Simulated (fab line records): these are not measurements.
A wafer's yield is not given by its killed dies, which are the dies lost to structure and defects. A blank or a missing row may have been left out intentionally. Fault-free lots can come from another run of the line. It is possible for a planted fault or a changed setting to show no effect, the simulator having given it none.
A single fault, viewed from 2 desks | flow berkeley cmos170 | every desk sees just its own numbers, and what lay behind them comes last

METROLOGY DESK
What the gauges read, lot by lot, whatever tool the lot ran on: means of the sampled wafers that have a number. The brackets show how far a lot's mean lies from the usual mean; more than 4 standard deviations puts the lot out of limits, marked OUT.
Columns: A = NWELL_OXIDE_THK at UCB170_NWELL_THK_MEAS_02, usual 26.2 nm; B = NWELL_NITRIDE_THK at UCB170_NWELL_THK_MEAS_05, usual 223.7 nm; C = NWELL_OVL at UCB170_NWELL_OVL_MEAS_12, usual 0 nm
lot  | first seen here | A    | B     | C
L357 | day 2 19:17     | 26.9 | 226.1 | 0
L359 | day 3 13:11     | 26.5 | 222.3 | -1
L363 | day 4 01:31     | 26.0 | 226.8 | -1
L364 | day 4 01:33     | 26.6 | 224.7 | -0
L374 | day 5 23:08     | 25.7 | 222.9 | -1
L373 | day 5 23:08     | 26.2 | 220.1 | -2
This desk's finding: nothing out of limits on any of the 6 lots.

AT THE TOOL OWNER'S DESK: litho track-04
UCB170_NWELL_PEB_10, tool's own readings: per-lot mean of the sampled wafers with a number, covering each lot this tool ran. The brackets show how far a lot's mean lies from the usual mean; more than 4 standard deviations puts the lot out of limits, marked OUT.
Columns: A = heater power total W at UCB170_NWELL_PEB_10, usual 56.79 W; B = plate temp C at UCB170_NWELL_PEB_10, usual 129.98 C
lot  | first seen here | A               | B
L359 | day 3 22:35     | 56.79           | 129.84
L364 | day 4 09:29     | 56.80           | 129.98
L374 | day 6 09:00     | 58.81 (+42) OUT | 133.29 (+24) OUT
L373 | day 6 10:00     | 58.77 (+41) OUT | 133.43 (+25) OUT
Finding of this desk: L373, L374 out of limits; the first was L374 at day 6 09:00, on heater power total W at UCB170_NWELL_PEB_10. L359, L364: within limits.

ALL TOGETHER
At day 6 09:00, on L373, L374, the tool owner's desk was in a position to raise an alarm.
Metrology desk: nothing out of limits seen.
The metrology desk holds a record of L373, L374, inside its limits.
On litho track-04, each named lot ran UCB170_NWELL_PEB_10.

WHAT WAS PUT IN BY THE SIMULATOR
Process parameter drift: litho track-04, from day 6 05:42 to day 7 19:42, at UCB170_NWELL_PEB_10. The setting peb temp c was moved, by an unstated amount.
Lots struck among those shown: L373, L374.
How many hours passed from the start of the fault until each desk's first out-of-limits reading: the tool owner's desk, 3.
